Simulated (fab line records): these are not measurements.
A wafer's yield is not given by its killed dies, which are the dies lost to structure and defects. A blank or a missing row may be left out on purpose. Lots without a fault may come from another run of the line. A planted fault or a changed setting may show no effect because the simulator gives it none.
fab line records | flow ritCmos
[record] lots = 6 | wafers = 18 | lastDay = 7
route steps=202 shown ACTIVE@1 M1@202
lots that met no fault: from a run of the same line without faults
startH: start of the lot's first displayed wafer, in hours after the record's first day | waitH: hours elapsed since this lot's preceding step | " same as the row above | L1.1+2: a row that stands for several wafers | - no value present, or no start provided | * or withheld: withheld | < > ~ a bound
route shown NAME@n: a module of which the file shows steps, and the number in the route of the first | usual: the fault-free wafers' mean and standard deviation | same: alike in all rows | chamber/n: place in a boat | sites: the reading at each site | _std_site: the standard deviation of these | _edge_site: outer sites' mean less inner sites' | radiusMm: for every site, how far away it sits from the centre of the wafer | mask NAME#n: copy n | behind: the last tool/chamber to shape the wafer | hold: cause of the lot's hold/its duration in hours/its outcome | device: whichever transistor did not switch (one of n, p or np) | end of line: at the end of the route, the tests of the same wafers | step lacking rows: just its recipe | killed: count of dies lost to structure and defects at first sort (not the wafer's yield) | map: shows each die of a wafer: x if killed, . if not, _ if none is there
set.NAME: the setting as run; set.NAME@STEP: as run at that earlier step | model.NAME: the simulator's own value behind a step, which no gauge read
certain route steps with their lots: each step a table, each wafer a row
[[steps]]
[step RIT_ACTIVE_BOW_MEAS_00]
[recipe] mode = bow
[usual] INCOMING_BOW = -1/6.4
lot.wafer | tool         | chamber | startH | waitH | INCOMING_BOW[um]
L699.2    | filmMetro-04 | -       | 45.02  | -     | 1
L699.3    | "            | -       | "      | "     | 7
L699.4    | "            | -       | "      | "     | -7
L702.3    | filmMetro-04 | -       | 60.04  | -     | 5
L702.4    | "            | -       | "      | "     | 0
L702.5    | "            | -       | "      | "     | -10
L709.3    | filmMetro-04 | -       | 95.04  | -     | -4
L709.4    | "            | -       | "      | "     | 2
L709.5    | "            | -       | "      | "     | 9
L710.1    | filmMetro-04 | -       | 100.00 | -     | 9
L710.3    | "            | -       | "      | "     | 3
L710.6    | "            | -       | "      | "     | -2
L714.1    | filmMetro-04 | -       | 120.00 | -     | -2
L714.3    | "            | -       | "      | "     | 1
L714.6    | "            | -       | "      | "     | 2
L715.1    | filmMetro-03 | -       | 125.00 | -     | -1
L715.3    | "            | -       | "      | "     | 9
L715.5    | "            | -       | "      | "     | 9
[step RIT_ACTIVE_OXIDATION_01]
[recipe] tempC = 1000 | ambient = O2 | targetThkA = 468 | oxTimeS = 3360
[step RIT_ACTIVE_THK_MEAS_02]
[recipe] reads = SiO2_of_ACTIVE_OXIDATION_01
[usual] ACTIVE_OXIDE_THK = 46.9/0.79
lot.wafer | tool         | chamber | startH | waitH | ACTIVE_OXIDE_THK[nm]
L699.2    | filmMetro-03 | -       | 47.47  | 0.0   | 46.1
L699.3    | "            | -       | "      | "     | 45.4
L699.4    | "            | -       | "      | "     | 46.0
L702.3    | filmMetro-04 | -       | 62.07  | 0.0   | 47.4
L702.4    | "            | -       | "      | "     | 47.0
L702.5    | "            | -       | "      | "     | 46.8
L709.3    | filmMetro-03 | -       | 97.07  | 0.0   | 47.5
L709.4    | "            | -       | "      | "     | 48.1
L709.5    | "            | -       | "      | "     | 47.6
L710.1    | filmMetro-01 | -       | 102.05 | 0.0   | 46.1
L710.3    | "            | -       | "      | "     | 46.2
L710.6    | "            | -       | "      | "     | 45.6
L714.1    | filmMetro-04 | -       | 122.05 | 0.0   | 46.6
L714.3    | "            | -       | "      | "     | 46.6
L714.6    | "            | -       | "      | "     | 47.0
L715.1    | filmMetro-04 | -       | 127.05 | 0.0   | 48.1
L715.3    | "            | -       | "      | "     | 47.6
L715.5    | "            | -       | "      | "     | 47.7
[step RIT_ACTIVE_CVD_03]
[recipe] material = Si3N4 | targetThkNm = 150 | tempC = 810 | precursor = SiH2Cl2/NH3 | timeS = 1500 | pressureMtorr = 300 | sih2cl2FlowSccm = 60 | nh3FlowSccm = 150
[step RIT_ACTIVE_THK_MEAS_04]
[recipe] reads = Si3N4_of_ACTIVE_CVD_03
[usual] ACTIVE_NITRIDE_THK = 149.6/1.5
lot.wafer | tool         | chamber | startH | waitH | ACTIVE_NITRIDE_THK[nm]
L699.2    | filmMetro-01 | -       | 48.95  | 0.0   | 148.2
L699.3    | "            | -       | "      | "     | 149.5
L699.4    | "            | -       | "      | "     | 147.5
L702.3    | filmMetro-04 | -       | 63.55  | 0.0   | 150.6
L702.4    | "            | -       | "      | "     | 149.8
L702.5    | "            | -       | "      | "     | 148.8
L709.3    | filmMetro-04 | -       | 98.55  | 0.0   | 149.8
L709.4    | "            | -       | "      | "     | 149.1
L709.5    | "            | -       | "      | "     | 148.7
L710.1    | filmMetro-01 | -       | 103.53 | 0.0   | 149.0
L710.3    | "            | -       | "      | "     | 150.1
L710.6    | "            | -       | "      | "     | 149.8
L714.1    | filmMetro-04 | -       | 123.53 | 0.0   | 147.3
L714.3    | "            | -       | "      | "     | 148.9
L714.6    | "            | -       | "      | "     | 147.6
L715.1    | filmMetro-03 | -       | 128.53 | 0.0   | 150.8
L715.3    | "            | -       | "      | "     | 151.9
L715.5    | "            | -       | "      | "     | 150.7
[step RIT_ACTIVE_HMDS_05]
[recipe] primeTimeS = 60 | primeTempC = 140
[step RIT_ACTIVE_COAT_06]
[recipe] resist = NOVOLAK | spinRpm = 3327 | resistThkNm = 1000
[step RIT_ACTIVE_SOFTBAKE_07]
[recipe] resist = NOVOLAK | tempC = 90 | timeS = 60
[step RIT_ACTIVE_EXPOSE_08]
[recipe] maskId = M1 | na = 0.6 | sourceShape = conventional | sigmaOuter = 0.6 | targetCdNm = 1400 | doseMj = 225
[step RIT_ACTIVE_PEB_09]
[recipe] resist = NOVOLAK | tempC = withheld | timeS = withheld
[step RIT_ACTIVE_DEVELOP_10]
[recipe] resist = NOVOLAK | developTimeS = 50 | devTempC = 23
[usual] chillPlateTempC = 22.99/0.11 | developerTempC = 22.98/0.097
lot.wafer | tool          | chamber | startH | waitH | chillPlateTempC | developerTempC
L699.2    | lithoTrack-01 | 0       | 49     | -     | 23.16           | 22.96
L699.3    | "             | 0       | "      | "     | 23.15           | 23.05
L699.4    | "             | 0       | "      | "     | 23.09           | 22.92
L702.3    | lithoTrack-02 | 0       | 64     | -     | 22.75           | 23.10
L702.4    | "             | 0       | "      | "     | 22.95           | 23.15
L702.5    | "             | 0       | "      | "     | 22.95           | 23.14
L709.3    | lithoTrack-01 | 0       | 99     | -     | 23.04           | 22.95
L709.4    | "             | 0       | "      | "     | 22.93           | 23.04
L709.5    | "             | 0       | "      | "     | 23.11           | 23.02
L710.1    | lithoTrack-02 | 0       | 104    | -     | 23.13           | 25.10
L710.3    | "             | 0       | "      | "     | 22.90           | 25.20
L710.6    | "             | 0       | "      | "     | 22.99           | 25.25
L714.1    | lithoTrack-02 | 0       | 124    | -     | 22.90           | 25.33
L714.3    | "             | 0       | "      | "     | 22.94           | 25.42
L714.6    | "             | 0       | "      | "     | 22.95           | 25.24
L715.1    | lithoTrack-01 | 0       | 129    | -     | 23.02           | 22.91
L715.3    | "             | 0       | "      | "     | 22.86           | 23.03
L715.5    | "             | 0       | "      | "     | 23.12           | 22.96
[step RIT_ACTIVE_CD_MEAS_11]
[recipe] targetCdNm = 1400
[usual] cdNm = 1398.8/2.2
lot.wafer | tool     | chamber | startH | waitH | cdNm
L699.2    | cdSem-01 | -       | 49.99  | -     | 1399.6
L699.3    | "        | -       | "      | "     | 1397.8
L699.4    | "        | -       | "      | "     | 1398.0
L702.3    | cdSem-01 | -       | 64.60  | -     | 1394.2
L702.4    | "        | -       | "      | "     | 1397.5
L702.5    | "        | -       | "      | "     | 1392.8
L709.3    | cdSem-01 | -       | 99.60  | -     | 1400.4
L709.4    | "        | -       | "      | "     | 1400.9
L709.5    | "        | -       | "      | "     | 1399.9
L710.1    | cdSem-01 | -       | 104.44 | -     | 1407.0
L710.3    | "        | -       | "      | "     | 1409.4
L710.6    | "        | -       | "      | "     | 1412.8
L714.1    | cdSem-02 | -       | 124.56 | -     | 1405.8
L714.3    | "        | -       | "      | "     | 1406.1
L714.6    | "        | -       | "      | "     | 1402.9
L715.1    | cdSem-02 | -       | 129.44 | -     | 1398.7
L715.3    | "        | -       | "      | "     | 1396.6
L715.5    | "        | -       | "      | "     | 1397.4
[step RIT_ACTIVE_HARDBAKE_12]
[recipe] resist = NOVOLAK | tempC = 140 | timeS = 60
[step RIT_M1_PROBE_99]
[usual] killedAtContacts = 0.0/0.18 | killedAtFrontEnd = 6/3.1 | killedDies = 6/3.1 | killedOnRim = 1.7/1.5 | killedOpen = 3.4/1.9 | killedShort = 3.1/2
[same] grossDies = 264 | killed_at_M0_to_M3 = 0 | killed_at_M4_up = 0 | killedAtBackSide = 0 | killedAtOther = 0
lot.wafer | tool      | chamber | startH | waitH | killedAtContacts | killedAtFrontEnd | killedDies | killedOnRim | killedOpen | killedShort
L699.2    | prober-02 | -       | 91.93  | 0.1   | 0                | 9                | 9          | 4           | 5          | 4
L699.3    | prober-02 | -       | 91.98  | 0.2   | 0                | 12               | 12         | 3           | 6          | 6
L699.4    | prober-02 | -       | 92.03  | 0.2   | 0                | 5                | 5          | 1           | 2          | 3
L702.3    | prober-01 | -       | 106.35 | 0.2   | 0                | 13               | 13         | 5           | 8          | 5
L702.4    | prober-01 | -       | 106.40 | 0.2   | 0                | 6                | 6          | 2           | 1          | 5
L702.5    | prober-01 | -       | 106.45 | 0.2   | 0                | 6                | 6          | 1           | 2          | 4
L709.3    | prober-02 | -       | 143.73 | 0.2   | 1                | 3                | 4          | 2           | 3          | 1
L709.4    | prober-02 | -       | 143.78 | 0.2   | 0                | 4                | 4          | 0           | 2          | 2
L709.5    | prober-02 | -       | 143.83 | 0.2   | 0                | 3                | 3          | 0           | 1          | 2
L710.1    | prober-01 | -       | 147.83 | 0.1   | 0                | 6                | 6          | 1           | 5          | 1
L710.3    | prober-01 | -       | 147.93 | 0.2   | 0                | 5                | 5          | 0           | 4          | 1
L710.6    | prober-01 | -       | 148.08 | 0.2   | 0                | 5                | 5          | 2           | 2          | 3
L714.1    | prober-01 | -       | 168.49 | 0.1   | 0                | 7                | 7          | 2           | 4          | 3
L714.3    | prober-01 | -       | 168.59 | 0.2   | 0                | 7                | 7          | 4           | 3          | 4
L714.6    | prober-01 | -       | 168.74 | 0.2   | 0                | 7                | 7          | 2           | 3          | 4
L715.1    | prober-02 | -       | 172.63 | 0.1   | 0                | 2                | 2          | 0           | 2          | 0
L715.3    | prober-02 | -       | 172.73 | 0.2   | 0                | 3                | 3          | 1           | 3          | 0
L715.5    | prober-02 | -       | 172.83 | 0.2   | 0                | 3                | 3          | 1           | 1          | 2
// killed by level:class
L699.2 GATE:geometricParticle:short=3 GATE:geometricParticle:open=2 REOX:geometricParticle:open=2 FOX2:geometricParticle:open=1 SPACER:geometricParticle:short=1
L699.3 GATE:geometricParticle:open=3 REOX:geometricParticle:short=3 REOX:geometricParticle:open=3 GATE:geometricParticle:short=2 FOX2:geometricParticle:short=1
L699.4 GATE:geometricParticle:short=1 GATE:geometricParticle:open=1 REOX:geometricParticle:short=1 SPACER:geometricParticle:short=1 SPACER:geometricParticle:open=1
L702.3 GATE:geometricParticle:open=7 GATE:geometricParticle:short=2 FOX1:geometricParticle:short=1 SPACER:geometricParticle:open=1 SPACER:geometricParticle:short=1 SILICIDE:geometricParticle:short=1
L702.4 GATE:geometricParticle:short=3 FOX1:geometricParticle:short=1 GATE:geometricParticle:open=1 SILICIDE:geometricParticle:short=1
L702.5 SILICIDE:geometricParticle:short=2 FOX1:geometricParticle:short=1 GATE:geometricParticle:short=1 GATE:geometricParticle:open=1 SILICIDE:geometricParticle:open=1
L709.3 GATE:geometricParticle:open=2 FOX2:geometricParticle:short=1 CONTACT:geometricParticle:open=1
L709.4 GATE:geometricParticle:open=1 REOX:geometricParticle:short=1 SPACER:geometricParticle:short=1 SPACER:geometricParticle:open=1
L709.5 FOX1:geometricParticle:short=1 FOX2:geometricParticle:open=1 SILICIDE:geometricParticle:short=1
L710.1 FOX1:geometricParticle:open=2 GATE:geometricParticle:open=2 GATE:geometricParticle:short=1 SPACER:geometricParticle:open=1
L710.3 GATE:geometricParticle:open=3 REOX:geometricParticle:open=1 SPACER:geometricParticle:short=1
L710.6 GATE:geometricParticle:open=2 GATE:geometricParticle:short=1 SPACER:geometricParticle:short=1 SILICIDE:geometricParticle:short=1
L714.1 GATE:geometricParticle:short=2 FOX1:geometricParticle:open=1 GATE:geometricParticle:open=1 SPACER:geometricParticle:open=1 SILICIDE:geometricParticle:short=1 SILICIDE:geometricParticle:open=1
L714.3 GATE:geometricParticle:short=4 GATE:geometricParticle:open=3
L714.6 SILICIDE:geometricParticle:short=2 FOX1:geometricParticle:open=1 GATE:geometricParticle:short=1 GATE:geometricParticle:open=1 SPACER:geometricParticle:short=1 SILICIDE:geometricParticle:open=1
L715.1 GATE:geometricParticle:open=2
L715.3 ACTIVE:geometricParticle:open=1 FOX1:geometricParticle:open=1 REOX:geometricParticle:open=1
L715.5 GATE:geometricParticle:open=1 GATE:geometricParticle:short=1 SPACER:geometricParticle:short=1
[[key]]
[firstSign] step = RIT_ACTIVE_DEVELOP_10 | reading = developerTempC | direction = up | sigmas = 23 | usual = * | struck = *
[effect] step = RIT_ACTIVE_CD_MEAS_11 | reading = cdNm | direction = up | sigmas = 3.9 | usual = 1398.8 | struck = 1407.3 | through = controlLoop
metAt RIT_ACTIVE_DEVELOP_10
struckWafers L710.1,L710.3,L710.6,L714.1,L714.3,L714.6
testerLeftOut L710,L714
[loopTrim] step = RIT_ACTIVE_EXPOSE_08 | setting = dose | lots = L714
onsetBetween 64 104
[fault] kind = processParameterDrift | tool = lithoTrack-02 | chamber = - | onsetH = 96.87 | steps = RIT_ACTIVE_DEVELOP_10 | channel = devTempC | offset = * | shape = step | endH = 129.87 | actsIn = * | stated = *
// testerLeftOut: of these lots the tester's yield and bins aren't shown, on N5 and GAA mostly nor the transistor test; their killed dies are dies lost to structure and defects alone, not to doping, threshold or leakage, so they don't give the yield
// loopTrim: a control loop set the setting to another value than it would have without faults
